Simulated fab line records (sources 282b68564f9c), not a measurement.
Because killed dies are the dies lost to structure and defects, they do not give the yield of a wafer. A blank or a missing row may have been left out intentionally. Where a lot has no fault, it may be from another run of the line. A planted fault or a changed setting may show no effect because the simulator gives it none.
Which tool was responsible? -- flow ritCmos -- 14 lots, 42 wafers sampled, at 3 steps of a route of 202

WHAT THE GAUGES SHOWED, per wafer
RIT_ACTIVE_BOW_MEAS_00.
lot,measured,on,INCOMING_BOW (um)
L245,day 1 10:00,filmMetro-04,-10 -13 -5
L246,day 1 15:01,filmMetro-04,1 -7 1
L247,day 1 20:01,filmMetro-01,7 -5 7
L248,day 2 01:02,filmMetro-04,-8 5 16
L249,day 2 06:00,filmMetro-01,-7 3 4
L250,day 2 11:02,filmMetro-03,8 4 5
L253,day 3 02:01,filmMetro-04,8 4 6
L254,day 3 07:00,filmMetro-03,7 1 5
L255,day 3 12:00,filmMetro-04,8 2 -1
L256,day 3 17:00,filmMetro-04,4 5 0
L257,day 3 22:04,filmMetro-03,-8 -1 8
L262,day 4 23:00,filmMetro-04,4 0 -1
L265,day 5 14:00,filmMetro-03,-4 5 -1
L266,day 5 19:00,filmMetro-03,2 -7 -4

RIT_CONTACT_THK_MEAS_01.
lot,measured,on,CONTACT_TEOS_THK (nm)
L245,day 3 04:50,filmMetro-02,396 399 400
L246,day 3 11:38,filmMetro-01,397 395 407
L247,day 3 14:16,filmMetro-02,389 388 398
L248,day 3 21:51,filmMetro-04,402 408 404
L249,day 4 03:25,filmMetro-01,401 404 406
L250,day 4 08:53,filmMetro-01,394 402 401
L253,day 5 02:49,filmMetro-04,393 399 406
L254,day 5 08:36,filmMetro-01,392 393 394
L255,day 5 12:14,filmMetro-02,392 392 405
L256,day 5 16:23,filmMetro-02,396 393 403
L257,day 6 05:20,filmMetro-02,408 399 397
L262,day 6 21:09,filmMetro-01,403 397 408
L265,day 7 10:29,filmMetro-02,394 396 397
L266,day 7 13:44,filmMetro-04,391 391 401

TOOL THAT RAN EACH LOT (tool first, then ch and the chambers of the sampled wafers, then the start)
lot,RIT_PRETRO_IMPLANT_08
L245,"implanter-02 ch 0, day 2 09:50"
L246,"implanter-01 ch 0, day 2 14:07"
L247,"implanter-01 ch 0, day 2 17:42"
L248,"implanter-01 ch 0, day 2 23:46"
L249,"implanter-01 ch 0, day 3 06:45"
L250,"implanter-01 ch 0, day 3 11:40"
L253,"implanter-01 ch 0, day 4 00:41"
L254,"implanter-02 ch 0, day 4 05:37"
L255,"implanter-04 ch 0, day 4 10:34"
L256,"implanter-04 ch 0, day 4 17:21"
L257,"implanter-01 ch 0, day 5 06:04"
L262,"implanter-02 ch 0, day 6 02:02"
L265,"implanter-02 ch 0, day 6 14:56"
L266,"implanter-04 ch 0, day 6 18:04"
- RIT_PRETRO_IMPLANT_08

WHAT THE TOOLS THEMSELVES READ (means of the sampled wafers that have a number; where no wafer has one, the mark that the record gives instead)
RIT_PRETRO_IMPLANT_08.
lot,tool,beamEnergyKeV
L245,implanter-02,44.978
L246,implanter-01,44.995
L247,implanter-01,45.006
L248,implanter-01,44.996
L249,implanter-01,44.979
L250,implanter-01,45.013
L253,implanter-01,44.407
L254,implanter-02,45.001
L255,implanter-04,45.018
L256,implanter-04,45.010
L257,implanter-01,44.384
L262,implanter-02,45.003
L265,implanter-02,45.004
L266,implanter-04,44.995

THE ANSWER, worked out from the rows above alone
Rule: the lots themselves supply what counts as usual. The widest of any qualifying gaps counts: lots, ordered by their means at a reading, are off when they make up no more than a third of the lots, leave a main group of 4 or more, and stand apart from it by 3 or more times the standard deviation of that group's means. The tables above print the reading to a certain number of digits; a main group whose means all agree to those digits is not used. Also off: a lot with no number at a reading for which 4 or more lots have one. Where the step has rows for the other lots, those lots are counted as sound. Order of review: gauges by route order, followed by the tools' own readings, for which a lot's mean as printed above is used. At the first step where some lot is off, the reading lying furthest off is the one used; lots without a number count as furthest.
Off: L253, L257 (RIT_PRETRO_IMPLANT_08, beamEnergyKeV). The main group: mean 45.000, standard deviation 0.012.
If a tool, at that step or one of the process steps before it, ran each lot that is off and ran no sound lot following the first of them, it fits. One fits: implanter-01 at RIT_PRETRO_IMPLANT_08. A fault onset in the window from L250 (day 3 11:40, its last sound lot) to L253 (day 4 00:41, its first lot off) fits.
The tool's own readings at RIT_PRETRO_IMPLANT_08 bear it out: on the lots that are off they differ by more than 5 times the standard deviation of the sound lots' means. beamEnergyKeV reads 44.395 there against 45.000 on the sound lots.

WHAT WAS PUT IN BY THE SIMULATOR
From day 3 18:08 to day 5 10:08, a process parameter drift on implanter-01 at RIT_PRETRO_IMPLANT_08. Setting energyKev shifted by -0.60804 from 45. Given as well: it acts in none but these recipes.
Struck lots among those shown: L253, L257. The rule above found the same.
